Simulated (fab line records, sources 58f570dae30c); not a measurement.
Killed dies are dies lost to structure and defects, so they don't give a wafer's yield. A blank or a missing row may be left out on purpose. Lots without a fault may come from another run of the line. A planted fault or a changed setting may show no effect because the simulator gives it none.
fab line records | flow berkeley_cmos170
record lots=5 wafers=15 last_day=13
route steps=331 shown CONTACT@236 M1@238 V1@254 M2@271
lots that met no fault: from a run of the same line without faults
start_h: hours from the record's first day to the start of the lot's first wafer shown | wait_h: hours since the lot's step before | " the same as in the row above | L1.1+2: a row that stands for several wafers | - no value, or no start given | * or withheld: withheld | < > ~ a bound
route shown NAME@n: a module of which the file shows steps, and the number in the route of the first | usual: mean/standard deviation of fault-free wafers | same: alike in all rows | chamber/n: place in a boat | sites: the reading at each site | _std_site: their standard deviation | _edge_site: outer sites' mean less inner sites' | radius_mm: how far each site lies from the wafer's centre | mask NAME#n: copy n | behind: the tool/chamber that last shaped the wafer | hold: why the lot was held/for how many hours/how that ended | device: the transistor (n, p or np) that didn't switch | end of line: the same wafers' tests at the end of the route | a step without rows: its recipe alone | killed: dies lost to structure and defects at the first sort, not the wafer's yield | map: a wafer's dies, x killed, . not, _ none there
set.NAME: the setting as run; set.NAME@STEP: as run at that earlier step | model.NAME: the simulator's own value behind a step, which no gauge read
lots at some steps of the route; a table a step, a row a wafer
services: from which hour (start_h, from the record's first day; less than 0 if before it) a tool's chamber was out of use, for how many hours, and why
## steps
# step UCB170_CONTACT_CD_MEAS_90
# recipe target_cd_nm=700
# usual cd_nm=700.3/1.8
# columns lot.wafer tool chamber start_h wait_h cd_nm
L074.3 cd_sem-02 - 173.95 0.1 699.6
L074.4 " - " " 699.7
L074.5 " - " " 700.8
L083.1 cd_sem-02 - 218.28 0.1 698.6
L083.3 " - " " 699.8
L083.4 " - " " 698.6
L087.1 cd_sem-01 - 244.56 0.1 699.0
L087.4 " - " " 702.8
L087.6 " - " " 702.2
L092.1 cd_sem-01 - 290.99 0.1 701.6
L092.2 " - " " 701.4
L092.5 " - " " 698.4
L095.1 cd_sem-01 - 295.36 0.1 699.6
L095.3 " - " " 700.4
L095.6 " - " " 697.9
# step UCB170_CONTACT_CLEAN_20
# recipe chemistry=SPM temp_c=120 time_s=600
# columns lot.wafer tool chamber start_h wait_h
L074.3+4+5 wet_bench-04 1 174.07 0.1
L083.1+3+4 wet_bench-02 2 221.94 3.6
L087.1+4+6 wet_bench-03 2 244.68 0.1
L092.1+2+5 wet_bench-03 1 291.11 0.1
L095.1+3+6 wet_bench-02 2 296.40 1.0
# step UCB170_M1_SPUTTER_00
# recipe material=Al target_thk_nm=600 time_s=80 power_w=6000 chamber_pressure_pa=0.5
# usual throttle_valve_pct=29.5/1.4
# columns lot.wafer tool chamber start_h wait_h throttle_valve_pct
L074.3 pvd_sputter-04 - 174.25 0.0 32.0
L074.4 " - " " 29.0
L074.5 " - " " 26.9
L083.1 pvd_sputter-03 - 222.11 0.0 28.0
L083.3 " - " " 30.3
L083.4 " - " " 30.0
L087.1 pvd_sputter-03 - 244.86 0.0 31.2
L087.4 " - " " 29.8
L087.6 " - " " 30.2
L092.1 pvd_sputter-04 - 291.30 0.0 31.8
L092.2 " - " " 29.1
L092.5 " - " " 31.7
L095.1 pvd_sputter-04 - 296.78 0.0 31.8
L095.3 " - " " 32.1
L095.6 " - " " 27.0
# step UCB170_M1_RS_MEAS_01
# recipe thk_meas_gauge=four-point-probe reads=Al_of_M1_SPUTTER_00
# usual M1_AL_RS=0.0485/0.00059
# columns lot.wafer tool chamber start_h wait_h M1_AL_RS[ohm/sq]
L074.3 film_metro-02 - 174.35 0.1 0.0485
L074.4 " - " " 0.0493
L074.5 " - " " 0.0490
L083.1 film_metro-01 - 222.18 0.0 0.0473
L083.3 " - " " 0.0479
L083.4 " - " " 0.0474
L087.1 film_metro-03 - 244.92 0.0 0.0488
L087.4 " - " " 0.0481
L087.6 " - " " 0.0484
L092.1 film_metro-01 - 291.36 0.0 0.0490
L092.2 " - " " 0.0485
L092.5 " - " " 0.0486
L095.1 film_metro-01 - 296.84 0.0 0.0483
L095.3 " - " " 0.0483
L095.6 " - " " 0.0476
# step UCB170_M1_THK_MEAS_02
# recipe thk_meas_gauge=xrf reads=Al_of_M1_SPUTTER_00
# usual M1_AL_THK=591/7.9
# columns lot.wafer tool chamber start_h wait_h M1_AL_THK[nm]
L074.3 film_metro-02 - 174.45 0.1 591
L074.4 " - " " 583
L074.5 " - " " 582
L083.1 film_metro-01 - 222.30 0.1 607
L083.3 " - " " 602
L083.4 " - " " 606
L087.1 film_metro-03 - 245.04 0.1 593
L087.4 " - " " 598
L087.6 " - " " 596
L092.1 film_metro-01 - 291.48 0.1 586
L092.2 " - " " 590
L092.5 " - " " 593
L095.1 film_metro-01 - 296.96 0.1 592
L095.3 " - " " 595
L095.6 " - " " 600
# step UCB170_M1_COAT_03
# recipe resist=BARC temp_c=withheld time_s=withheld spin_rpm=3000 resist_thk_nm=withheld
# columns lot.wafer tool chamber start_h wait_h
L074.3+4+5 litho_track-03 0 174.54 0.1
L083.1+3+4 litho_track-02 0 222.73 0.4
L087.1+4+6 litho_track-03 0 245.10 0.1
L092.1+2+5 litho_track-02 0 291.66 0.2
L095.1+3+6 litho_track-02 0 297.02 0.1
# step UCB170_M1_COAT_04
# recipe resist=KrF spin_rpm=1500 resist_thk_nm=900
# columns lot.wafer tool chamber start_h wait_h
L074.3+4+5 litho_track-03 0 - -
L083.1+3+4 litho_track-02 0 - -
L087.1+4+6 litho_track-03 0 - -
L092.1+2+5 litho_track-02 0 - -
L095.1+3+6 litho_track-02 0 - -
# step UCB170_M1_SOFTBAKE_05
# recipe resist=KrF temp_c=130 time_s=60
# columns lot.wafer tool chamber start_h wait_h
L074.3+4+5 litho_track-03 0 - -
L083.1+3+4 litho_track-02 0 - -
L087.1+4+6 litho_track-03 0 - -
L092.1+2+5 litho_track-02 0 - -
L095.1+3+6 litho_track-02 0 - -
# step UCB170_M1_EXPOSE_06
# recipe mask_id=METAL1 target_cd_nm=700 na=0.5 sigma_outer=0.6 source_shape=conventional dose_mj=21
# columns lot.wafer tool chamber start_h wait_h mask
L074.3+4+5 krf_scanner-01 0 174.98 - METAL1#0
L083.1+3+4 krf_scanner-02 0 223.18 - METAL1#0
L087.1+4+6 krf_scanner-02 0 245.67 - METAL1#0
L092.1+2+5 krf_scanner-01 0 292.11 - METAL1#0
L095.1+3+6 krf_scanner-01 0 297.47 - METAL1#0
# step UCB170_M1_PEB_07
# recipe peb_temp_c=130 peb_time_s=withheld resist=KrF
# columns lot.wafer tool chamber start_h wait_h
L074.3+4+5 litho_track-03 0 175.11 0.1
L083.1+3+4 litho_track-03 0 223.85 0.7
L087.1+4+6 litho_track-03 0 245.79 0.1
L092.1+2+5 litho_track-03 0 292.22 0.1
L095.1+3+6 litho_track-04 0 297.59 0.1
# step UCB170_M1_DEVELOP_08
# recipe developer=TMAH develop_time_s=45 resist=KrF dev_temp_c=21
# columns lot.wafer tool chamber start_h wait_h
L074.3+4+5 litho_track-03 0 - -
L083.1+3+4 litho_track-03 0 - -
L087.1+4+6 litho_track-03 0 - -
L092.1+2+5 litho_track-03 0 - -
L095.1+3+6 litho_track-04 0 - -
# step UCB170_M1_CD_MEAS_09
# recipe target_cd_nm=700
# usual cd_nm=700.2/1.4
# columns lot.wafer tool chamber start_h wait_h cd_nm
L074.3 cd_sem-01 - 175.37 - 699.4
L074.4 " - " " 699.9
L074.5 " - " " 700.3
L083.1 cd_sem-01 - 224.13 - 701.4
L083.3 " - " " 701.8
L083.4 " - " " 701.2
L087.1 cd_sem-01 - 246.06 - 700.1
L087.4 " - " " 700.4
L087.6 " - " " 700.9
L092.1 cd_sem-01 - 292.50 - 700.9
L092.2 " - " " 700.1
L092.5 " - " " 700.4
L095.1 cd_sem-01 - 297.87 - 701.9
L095.3 " - " " 701.3
L095.6 " - " " 702.2
# step UCB170_M1_OVL_MEAS_10
# usual M1_OVL=0/5.8
# columns lot.wafer tool chamber start_h wait_h M1_OVL[nm]
L074.3 overlay-02 - 175.46 0.1 3
L074.4 " - " " -3
L074.5 " - " " -2
L083.1 overlay-02 - 224.25 0.1 2
L083.3 " - " " -3
L083.4 " - " " 7
L087.1 overlay-01 - 246.18 0.1 5
L087.4 " - " " 2
L087.6 " - " " -1
L092.1 overlay-02 - 292.62 0.1 2
L092.2 " - " " 2
L092.5 " - " " 5
L095.1 overlay-01 - 297.99 0.1 -3
L095.3 " - " " -3
L095.6 " - " " 1
# step UCB170_M1_ETCH_11
# recipe chemistry=N2/H2 target_depth_a=withheld overetch_a=withheld target=BARC time_s=withheld source_w=500 bias_w=100 pressure_mtorr=30 n2_flow_sccm=100 h2_flow_sccm=200
# usual drypump_motor_current_A=5.7/0.51 oes_product_au=1.005/0.024 throttle_valve_pct=13.25/0.17
# columns lot.wafer tool chamber start_h wait_h drypump_motor_current_A oes_product_au throttle_valve_pct
L074.3 rie_diel-01 0 175.49 0.0 5.3 0.975 13.12
L074.4 " 2 " " 4.9 1.032 13.45
L074.5 " 2 " " 4.9 1.037 13.42
L083.1 rie_diel-02 0 224.28 0.0 5.6 0.958 12.94
L083.3 " 1 " " 5.2 0.991 13.43
L083.4 " 1 " " 5.2 0.991 13.43
L087.1 rie_diel-02 2 246.22 0.0 5.3 0.978 13.49
L087.4 " 0 " " 5.6 0.974 12.96
L087.6 " 1 " " 5.3 0.995 13.44
L092.1 rie_diel-02 2 292.66 0.0 5.4 0.980 13.51
L092.2 " 0 " " 5.6 0.962 12.95
L092.5 " 3 " " 5.7 0.983 13.16
L095.1 rie_diel-04 3 298.02 0.0 5.7 1.027 13.03
L095.3 " 2 " " 5.4 1.008 13.22
L095.6 " 3 " " 5.7 1.033 13.04
# step UCB170_M1_METAL_ETCH_12
# recipe chemistry=Cl2/BCl3 target=Al stop_on=PSG pressure_mtorr=12 target_depth_a=7800 over_etch_frac=0.3 time_s=130 icp_w=600 bias_w=120 Cl2_flow_sccm=90 bcl3_flow_sccm=45
# usual drypump_motor_current_A=5.7/0.61 oes_product_au=0.866/0.014 throttle_valve_pct=24.17/0.18
# columns lot.wafer tool chamber start_h wait_h drypump_motor_current_A oes_product_au rf_hours_counter_h throttle_valve_pct
L074.3 rie_metal-03 0 175.57 - 4.7 0.863 - 24.07
L074.4 " 1 " " 6.1 0.856 - 24.31
L074.5 " 1 " " 6.1 0.868 - 24.32
L083.1 rie_metal-02 0 224.33 - 5.6 0.879 9 23.97
L083.3 " 1 " " 6.2 0.879 - 24.06
L083.4 " 0 " " 5.6 0.885 - 23.97
L087.1 rie_metal-03 0 246.26 - 4.7 0.854 3 24.05
L087.4 " 0 " " 4.7 0.869 - 24.05
L087.6 " 0 " " 4.7 0.873 - 24.05
L092.1 rie_metal-03 0 292.70 - 4.7 0.856 4 24.06
L092.2 " 1 " " 6.1 0.878 0 24.24
L092.5 " 1 " " 6.1 0.875 - 24.23
L095.1 rie_metal-03 1 298.06 - 6.1 0.876 0 24.22
L095.3 " 0 " " 4.7 0.865 - 24.03
L095.6 " 1 " " 6.1 0.881 - 24.21
# step UCB170_M1_STRIP_13
# recipe chemistry=O2 power_w=400 pressure_mtorr=3500 platen_temp_c=withheld o2_flow_sccm=400 overash_fraction=0.5
# usual drypump_motor_current_A=5.9/0.43 oes_product_au=0.720/0.0049
# columns lot.wafer tool chamber start_h wait_h drypump_motor_current_A oes_product_au rf_hours_counter_h
L074.3 plasma_asher-01 1 175.70 0.1 6.4 0.724 -
L074.4 " 0 " " 6.2 0.715 -
L074.5 " 0 " " 6.1 0.722 -
L083.1 plasma_asher-03 1 224.46 0.1 5.7 0.716 11
L083.3 " 1 " " 5.7 0.727 -
L083.4 " 0 " " 5.0 0.718 -
L087.1 plasma_asher-01 0 246.53 0.2 6.2 0.725 52
L087.4 " 0 " " 6.2 0.715 -
L087.6 " 1 " " 6.4 0.726 -
L092.1 plasma_asher-02 0 292.83 0.1 6.3 0.714 52
L092.2 " 1 " " 5.8 0.715 52
L092.5 " 0 " " 6.3 0.722 -
L095.1 plasma_asher-02 1 298.20 0.1 5.8 0.718 52
L095.3 " 1 " " 5.8 0.714 -
L095.6 " 0 " " 6.3 0.719 -
# step UCB170_M1_CD_MEAS_90
# recipe target_cd_nm=700
# usual cd_nm=700.8/2.4
# columns lot.wafer tool chamber start_h wait_h cd_nm
L074.3 cd_sem-02 - 175.80 0.1 700.7
L074.4 " - " " 702.1
L074.5 " - " " 703.1
L083.1 cd_sem-01 - 224.59 0.1 699.8
L083.3 " - " " 704.3
L083.4 " - " " 699.7
L087.1 cd_sem-01 - 246.63 0.1 698.2
L087.4 " - " " 699.0
L087.6 " - " " 700.4
L092.1 cd_sem-01 - 292.93 0.1 701.0
L092.2 " - " " 698.9
L092.5 " - " " 698.1
L095.1 cd_sem-01 - 298.38 0.1 702.1
L095.3 " - " " 703.5
L095.6 " - " " 702.6
# step UCB170_M1_ANNEAL_14
# recipe temp_c=400 time_s=1200 ambient=forming_gas
# columns lot.wafer tool chamber start_h wait_h
L074.3+4+5 furnace-03 0 180.80 5.0
L083.1+3+4 furnace-03 0 225.46 0.9
L087.1+4+6 furnace-03 0 246.75 0.1
L092.1+2+5 furnace-03 0 293.70 0.8
L095.1+3+6 furnace-03 0 298.50 0.1
# step UCB170_V1_CVD_00
# recipe material=SiO2 target_thk_nm=2000 temp_c=390 precursor=TEOS/O2 time_s=250 rf_w=550 pressure_mtorr=9000
# usual heater_power_w=257/65
# columns lot.wafer tool chamber start_h wait_h heater_power_w
L074.3 pecvd-04 0 182.13 0.0 130
L074.4 " 0 " " 188
L074.5 " 1 " " 176
L083.1 pecvd-02 1 226.80 0.0 263
L083.3 " 2 " " 306
L083.4 " 2 " " 360
L087.1 pecvd-02 2 248.08 0.0 274
L087.4 " 2 " " 358
L087.6 " 1 " " 214
L092.1 pecvd-03 2 295.04 0.0 346
L092.2 " 1 " " 200
L092.5 " 1 " " 199
L095.1 pecvd-03 1 299.83 0.0 254
L095.3 " 1 " " 196
L095.6 " 2 " " 316
# step UCB170_V1_THK_MEAS_01
# recipe reads=SiO2_of_V1_CVD_00
# usual V1_TEOS_THK=2000/28
# columns lot.wafer tool chamber start_h wait_h V1_TEOS_THK[nm]
L074.3 film_metro-02 - 182.31 0.1 2013
L074.4 " - " " 2040
L074.5 " - " " 2001
L083.1 film_metro-01 - 226.95 0.1 1981
L083.3 " - " " 1925
L083.4 " - " " 1991
L087.1 film_metro-01 - 248.24 0.1 1933
L087.4 " - " " 1955
L087.6 " - " " 2018
L092.1 film_metro-04 - 295.27 0.2 1983
L092.2 " - " " 1956
L092.5 " - " " 1957
L095.1 film_metro-04 - 300.07 0.2 1984
L095.3 " - " " 1988
L095.6 " - " " 2029
# step UCB170_V1_CMP_02
# recipe material=SiO2 down_force_psi=6 platen_rpm=60 pad_velocity_m_s=0.75398
# usual edge_zone_pressure_frac=1.000/0.0048 motor_current_A=15.6/1.6 slurry_filter_dp_kPa=13.49/0.12
# columns lot.wafer tool chamber start_h wait_h edge_zone_pressure_frac motor_current_A slurry_filter_dp_kPa
L074.3 cmp-02 1 182.35 0.0 1.001 16.4 13.36
L074.4 " 3 " " 1.000 15.5 13.35
L074.5 " 1 " " 1.005 16.6 13.41
L083.1 cmp-01 2 227.01 0.1 0.998 14.2 13.61
L083.3 " 3 " " 1.004 15.5 13.54
L083.4 " 0 " " 1.006 16.2 13.36
L087.4 cmp-01 2 248.35 0.1 1.009 15.0 13.57
L087.1 " 0 " " 1.004 15.7 13.56
L087.6 " 2 " " 1.002 14.7 13.40
L092.2 cmp-02 0 295.33 0.0 1.002 16.4 13.43
L092.1 " 3 " " 1.003 15.5 13.47
L092.5 " 0 " " 0.994 17.1 13.39
L095.3 cmp-01 0 300.13 0.0 1.003 16.3 13.60
L095.1 " 1 " " 0.994 12.6 13.46
L095.6 " 0 " " 1.002 16.5 13.38
# step UCB170_V1_BOW_MEAS_03
# recipe mode=bow
# usual V1_BOW=18/7.1
# columns lot.wafer tool chamber start_h wait_h V1_BOW[um]
L074.3 film_metro-04 - 182.69 0.3 24
L074.4 " - " " 14
L074.5 " - " " 16
L083.1 film_metro-02 - 227.31 0.2 23
L083.3 " - " " 13
L083.4 " - " " 21
L087.1 film_metro-04 - 248.60 0.1 38
L087.4 " - " " 26
L087.6 " - " " 24
L092.1 film_metro-01 - 295.63 0.1 26
L092.2 " - " " 24
L092.5 " - " " 20
L095.1 film_metro-04 - 300.43 0.2 9
L095.3 " - " " 21
L095.6 " - " " 23
# step UCB170_V1_THK_MEAS_04
# recipe reads=SiO2_of_V1_CVD_00
# usual V1_POLISHED_THK=999.8/1
# columns lot.wafer tool chamber start_h wait_h V1_POLISHED_THK[nm]
L074.3 film_metro-04 - 182.79 0.1 997.9
L074.4 " - " " 999.2
L074.5 " - " " 998.5
L083.1 film_metro-02 - 227.43 0.1 998.6
L083.3 " - " " 998.8
L083.4 " - " " 999.1
L087.1 film_metro-04 - 248.72 0.1 999.8
L087.4 " - " " 1000.1
L087.6 " - " " 1000.4
L092.1 film_metro-01 - 295.75 0.1 1000.1
L092.2 " - " " 1000.0
L092.5 " - " " 1001.2
L095.1 film_metro-04 - 300.55 0.1 999.6
L095.3 " - " " 1001.7
L095.6 " - " " 1000.5
# step UCB170_V1_CLEAN_05
# recipe chemistry=DIW
# columns lot.wafer tool chamber start_h wait_h
L074.3+4+5 wet_bench-01 3 184.68 1.9
L083.1+3+4 wet_bench-01 2 229.05 1.6
L087.1+4+6 wet_bench-02 1 248.78 0.1
L092.1+2+5 wet_bench-02 3 296.81 1.1
L095.1+3+6 wet_bench-01 2 300.63 0.1
# step UCB170_V1_HMDS_06
# recipe prime_time_s=60 prime_temp_c=100
# columns lot.wafer tool chamber start_h wait_h
L074.3+4+5 litho_track-02 0 184.90 0.1
L083.1+3+4 litho_track-01 0 229.58 0.3
L087.1+4+6 litho_track-02 0 248.95 0.0
L092.1+2+5 litho_track-03 0 297.53 0.3
L095.1+3+6 litho_track-03 0 300.94 0.1
# step UCB170_V1_COAT_07
# recipe resist=KrF spin_rpm=1500 resist_thk_nm=900
# columns lot.wafer tool chamber start_h wait_h
L074.3+4+5 litho_track-02 0 185.05 0.1
L083.1+3+4 litho_track-01 0 229.73 0.1
L087.1+4+6 litho_track-02 0 249.10 0.1
L092.1+2+5 litho_track-03 0 297.68 0.1
L095.1+3+6 litho_track-03 0 301.09 0.1
# step UCB170_V1_SOFTBAKE_08
# recipe resist=KrF temp_c=130 time_s=60
# columns lot.wafer tool chamber start_h wait_h
L074.3+4+5 litho_track-02 0 185.20 0.1
L083.1+3+4 litho_track-01 0 229.88 0.1
L087.1+4+6 litho_track-02 0 249.25 0.1
L092.1+2+5 litho_track-03 0 297.83 0.1
L095.1+3+6 litho_track-03 0 301.24 0.1
# step UCB170_V1_EXPOSE_09
# recipe mask_id=VIA1 target_cd_nm=700 na=0.5 sigma_outer=0.6 source_shape=conventional dose_mj=37
# columns lot.wafer tool chamber start_h wait_h mask
L074.3+4+5 krf_scanner-02 0 185.47 0.2 VIA1#0
L083.1+3+4 krf_scanner-02 0 230.27 0.4 VIA1#0
L087.1+4+6 krf_scanner-02 0 249.40 0.1 VIA1#0
L092.1+2+5 krf_scanner-01 0 297.98 0.1 VIA1#0
L095.1+3+6 krf_scanner-02 0 301.39 0.1 VIA1#0
# step UCB170_V1_PEB_10
# recipe peb_temp_c=130 peb_time_s=withheld resist=KrF
# columns lot.wafer tool chamber start_h wait_h
L074.3+4+5 litho_track-02 0 185.59 0.1
L083.1+3+4 litho_track-02 0 230.55 0.3
L087.1+4+6 litho_track-01 0 249.52 0.1
L092.1+2+5 litho_track-01 0 298.84 0.8
L095.1+3+6 litho_track-03 0 302.12 0.7
# step UCB170_V1_DEVELOP_11
# recipe developer=TMAH develop_time_s=45 resist=KrF dev_temp_c=21
# columns lot.wafer tool chamber start_h wait_h
L074.3+4+5 litho_track-02 0 - -
L083.1+3+4 litho_track-02 0 - -
L087.1+4+6 litho_track-01 0 - -
L092.1+2+5 litho_track-01 0 - -
L095.1+3+6 litho_track-03 0 - -
# step UCB170_V1_CD_MEAS_12
# recipe target_cd_nm=700
# usual cd_nm=699.7/1.3
# columns lot.wafer tool chamber start_h wait_h cd_nm
L074.3 cd_sem-02 - 185.86 - 699.3
L074.4 " - " " 699.4
L074.5 " - " " 699.4
L083.1 cd_sem-01 - 230.83 - 698.1
L083.3 " - " " 699.8
L083.4 " - " " 699.4
L087.1 cd_sem-01 - 249.79 - 699.5
L087.4 " - " " 700.1
L087.6 " - " " 698.3
L092.1 cd_sem-01 - 299.22 - 702.2
L092.2 " - " " 700.6
L092.5 " - " " 701.5
L095.1 cd_sem-01 - 302.39 - 698.7
L095.3 " - " " 698.0
L095.6 " - " " 696.7
# step UCB170_V1_OVL_MEAS_13
# usual V1_OVL=3/5.1
# columns lot.wafer tool chamber start_h wait_h V1_OVL[nm]
L074.3 overlay-01 - 185.95 0.1 6
L074.4 " - " " 8
L074.5 " - " " 0
L083.1 overlay-02 - 230.95 0.1 -2
L083.3 " - " " -2
L083.4 " - " " 4
L087.1 overlay-02 - 249.91 0.1 5
L087.4 " - " " 1
L087.6 " - " " 0
L092.1 overlay-02 - 299.34 0.1 7
L092.2 " - " " 6
L092.5 " - " " 11
L095.1 overlay-01 - 302.51 0.1 7
L095.3 " - " " 9
L095.6 " - " " 7
# step UCB170_V1_ETCH_14
# recipe chemistry=CHF3/CF4/Ar target=SiO2 stop_on=Al CHF3_flow_sccm=45 cf4_flow_sccm=15 Ar_flow_sccm=150 pressure_mtorr=200 rf_w=700 target_depth_a=12500 over_etch_frac=0.25 time_s=291
# usual drypump_motor_current_A=5.8/0.6 oes_product_au=0.870/0.0096 throttle_valve_pct=6.95/0.13
# columns lot.wafer tool chamber start_h wait_h drypump_motor_current_A oes_product_au rf_hours_counter_h throttle_valve_pct
L074.3 rie_diel-02 0 185.97 0.0 5.6 0.862 16 6.64
L074.4 " 1 " " 5.2 0.865 132 6.95
L074.5 " 2 " " 5.4 0.885 - 7.12
L083.1 rie_diel-01 0 230.98 0.0 5.3 0.853 72 6.96
L083.3 " 2 " " 4.9 0.876 0 7.10
L083.4 " 1 " " 6.7 0.879 - 7.00
L087.1 rie_diel-03 0 249.95 0.0 6.1 0.871 85 7.00
L087.4 " 0 " " 6.1 0.872 - 6.97
L087.6 " 3 " " 6.8 0.871 - 6.88
L092.1 rie_diel-03 1 299.38 0.0 5.1 0.868 23 7.01
L092.2 " 2 " " 5.5 0.879 1 7.12
L092.5 " 2 " " 5.6 0.881 - 7.09
L095.1 rie_diel-02 3 302.55 0.0 5.7 0.861 31 6.85
L095.3 " 0 " " 5.6 0.869 21 6.66
L095.6 " 0 " " 5.6 0.876 - 6.65
# step UCB170_V1_STRIP_15
# recipe chemistry=O2 power_w=400 pressure_mtorr=3500 platen_temp_c=withheld o2_flow_sccm=400 overash_fraction=0.5
# usual drypump_motor_current_A=5.7/0.48 oes_product_au=0.722/0.0047 strip_time_to_endpoint_s=15.31/0.15
# columns lot.wafer tool chamber start_h wait_h drypump_motor_current_A oes_product_au rf_hours_counter_h strip_time_to_endpoint_s
L074.3 plasma_asher-03 0 186.19 0.1 5.0 0.723 - 15.28
L074.4 " 1 " " 5.7 0.712 - 15.28
L074.5 " 1 " " 5.7 0.716 - 15.14
L083.1 plasma_asher-03 1 231.16 0.1 5.7 0.723 12 15.41
L083.3 " 0 " " 5.0 0.720 - 15.28
L083.4 " 1 " " 5.7 0.720 - 15.33
L087.1 plasma_asher-01 0 250.13 0.1 6.2 0.723 53 15.13
L087.4 " 0 " " 6.2 0.722 - 15.11
L087.6 " 0 " " 6.2 0.731 - 15.49
L092.1 plasma_asher-03 0 299.55 0.1 5.0 0.718 18 15.45
L092.2 " 1 " " 5.7 0.719 18 15.10
L092.5 " 1 " " 5.7 0.724 - 15.11
L095.1 plasma_asher-01 0 302.73 0.1 6.2 0.717 57 15.15
L095.3 " 0 " " 6.2 0.723 - 15.20
L095.6 " 0 " " 6.2 0.720 - 15.29
# step UCB170_V1_CD_MEAS_90
# recipe target_cd_nm=700
# usual cd_nm=700.2/1.6
# columns lot.wafer tool chamber start_h wait_h cd_nm
L074.3 cd_sem-02 - 186.29 0.1 698.6
L074.4 " - " " 700.1
L074.5 " - " " 699.1
L083.1 cd_sem-01 - 231.26 0.1 697.6
L083.3 " - " " 701.0
L083.4 " - " " 699.1
L087.1 cd_sem-02 - 250.23 0.1 700.4
L087.4 " - " " 700.8
L087.6 " - " " 699.6
L092.1 cd_sem-01 - 300.09 0.5 702.4
L092.2 " - " " 701.7
L092.5 " - " " 702.3
L095.1 cd_sem-01 - 302.83 0.1 699.9
L095.3 " - " " 697.1
L095.6 " - " " 696.2
# step UCB170_M2_PRE_CLEAN_00
# recipe gas=Ar preclean_etch_time_s=60
# columns lot.wafer tool chamber start_h wait_h
L074.3+4+5 pvd_sputter-01 - 186.37 0.1
L083.1+3+4 pvd_sputter-03 - 231.38 0.1
L087.1+4+6 pvd_sputter-01 - 250.35 0.1
L092.1+2+5 pvd_sputter-03 - 300.21 0.1
L095.1+3+6 pvd_sputter-03 - 302.95 0.1
# step UCB170_M2_SPUTTER_01
# recipe material=Al target_thk_nm=900 time_s=120 power_w=6000 chamber_pressure_pa=0.5
# usual throttle_valve_pct=29.8/1.1
# columns lot.wafer tool chamber start_h wait_h throttle_valve_pct
L074.3 pvd_sputter-01 - 186.44 0.0 31.3
L074.4 " - " " 32.0
L074.5 " - " " 31.3
L083.1 pvd_sputter-03 - 231.45 0.0 27.9
L083.3 " - " " 31.2
L083.4 " - " " 29.6
L087.1 pvd_sputter-01 - 250.42 0.0 29.0
L087.4 " - " " 29.9
L087.6 " - " " 31.1
L092.1 pvd_sputter-03 - 300.28 0.0 29.7
L092.2 " - " " 30.0
L092.5 " - " " 30.2
L095.1 pvd_sputter-03 - 303.01 0.0 27.8
L095.3 " - " " 31.1
L095.6 " - " " 28.1
# step UCB170_M2_RS_MEAS_02
# recipe thk_meas_gauge=four-point-probe reads=Al_of_M2_SPUTTER_01
# usual M2_AL_RS=0.0322/0.00042
# columns lot.wafer tool chamber start_h wait_h M2_AL_RS[ohm/sq]
L074.3 film_metro-04 - 186.56 0.1 0.0320
L074.4 " - " " 0.0317
L074.5 " - " " 0.0321
L083.1 film_metro-04 - 231.53 0.0 0.0326
L083.3 " - " " 0.0331
L083.4 " - " " 0.0327
L087.1 film_metro-02 - 250.50 0.0 0.0321
L087.4 " - " " 0.0317
L087.6 " - " " 0.0318
L092.1 film_metro-02 - 300.36 0.0 0.0318
L092.2 " - " " 0.0317
L092.5 " - " " 0.0314
L095.1 film_metro-02 - 303.10 0.0 0.0323
L095.3 " - " " 0.0337
L095.6 " - " " 0.0323
# step UCB170_M2_THK_MEAS_03
# recipe thk_meas_gauge=xrf reads=Al_of_M2_SPUTTER_01
# usual M2_AL_THK=885/12
# columns lot.wafer tool chamber start_h wait_h M2_AL_THK[nm]
L074.3 film_metro-04 - 186.66 0.1 890
L074.4 " - " " 898
L074.5 " - " " 896
L083.1 film_metro-04 - 231.65 0.1 879
L083.3 " - " " 864
L083.4 " - " " 870
L087.1 film_metro-02 - 250.62 0.1 890
L087.4 " - " " 901
L087.6 " - " " 901
L092.1 film_metro-02 - 300.48 0.1 894
L092.2 " - " " 901
L092.5 " - " " 905
L095.1 film_metro-02 - 303.22 0.1 882
L095.3 " - " " 843
L095.6 " - " " 883
# step UCB170_M2_HMDS_04
# recipe prime_time_s=60 prime_temp_c=100
# columns lot.wafer tool chamber start_h wait_h
L074.3+4+5 litho_track-04 0 186.75 0.1
L083.1+3+4 litho_track-02 0 231.75 0.1
L087.1+4+6 litho_track-04 0 250.68 0.1
L092.1+2+5 litho_track-04 0 301.12 0.6
L095.1+3+6 litho_track-02 0 304.17 0.9
# step UCB170_M2_COAT_05
# recipe resist=KrF spin_rpm=1500 resist_thk_nm=900
# columns lot.wafer tool chamber start_h wait_h
L074.3+4+5 litho_track-04 0 186.90 0.1
L083.1+3+4 litho_track-02 0 231.90 0.1
L087.1+4+6 litho_track-04 0 250.83 0.1
L092.1+2+5 litho_track-04 0 301.27 0.1
L095.1+3+6 litho_track-02 0 304.32 0.1
# step UCB170_M2_SOFTBAKE_06
# recipe resist=KrF temp_c=130 time_s=60
# columns lot.wafer tool chamber start_h wait_h
L074.3+4+5 litho_track-04 0 187.05 0.1
L083.1+3+4 litho_track-02 0 232.05 0.1
L087.1+4+6 litho_track-04 0 250.98 0.1
L092.1+2+5 litho_track-04 0 301.42 0.1
L095.1+3+6 litho_track-02 0 304.47 0.1
## services
# columns tool chamber start_h hours kind
krf_scanner-02 - 155.81 0.8 pm
cmp-01 - 157.00 0.8 repair
cmp-01 - 166.27 7.6 pm
krf_scanner-02 - 174.11 3.6 pm
rie_diel-02 1 175.15 5.8 repair
pvd_sputter-04 - 179.22 1.9 repair
rie_metal-03 1 182.47 9.0 repair
krf_scanner-01 - 182.79 0.8 pm
krf_scanner-01 - 188.62 1.0 pm
cmp-01 - 197.57 1.9 repair
krf_scanner-01 - 211.06 1.3 pm
pvd_sputter-04 - 211.79 1.3 repair
krf_scanner-02 - 212.36 1.0 pm
pvd_sputter-04 - 217.02 8.7 repair
pvd_sputter-01 - 231.43 2.1 repair
krf_scanner-01 - 233.65 0.5 repair
pvd_sputter-01 - 237.37 4.1 repair
krf_scanner-01 - 242.63 0.8 pm
rie_metal-03 1 243.84 2.5 repair
krf_scanner-01 - 261.88 4.4 pm
rie_diel-02 - 267.07 2.8 pm
rie_metal-03 0 274.95 1.6 repair
rie_diel-02 1 277.53 6.1 repair
krf_scanner-02 - 287.30 1.3 pm
## key
fault none
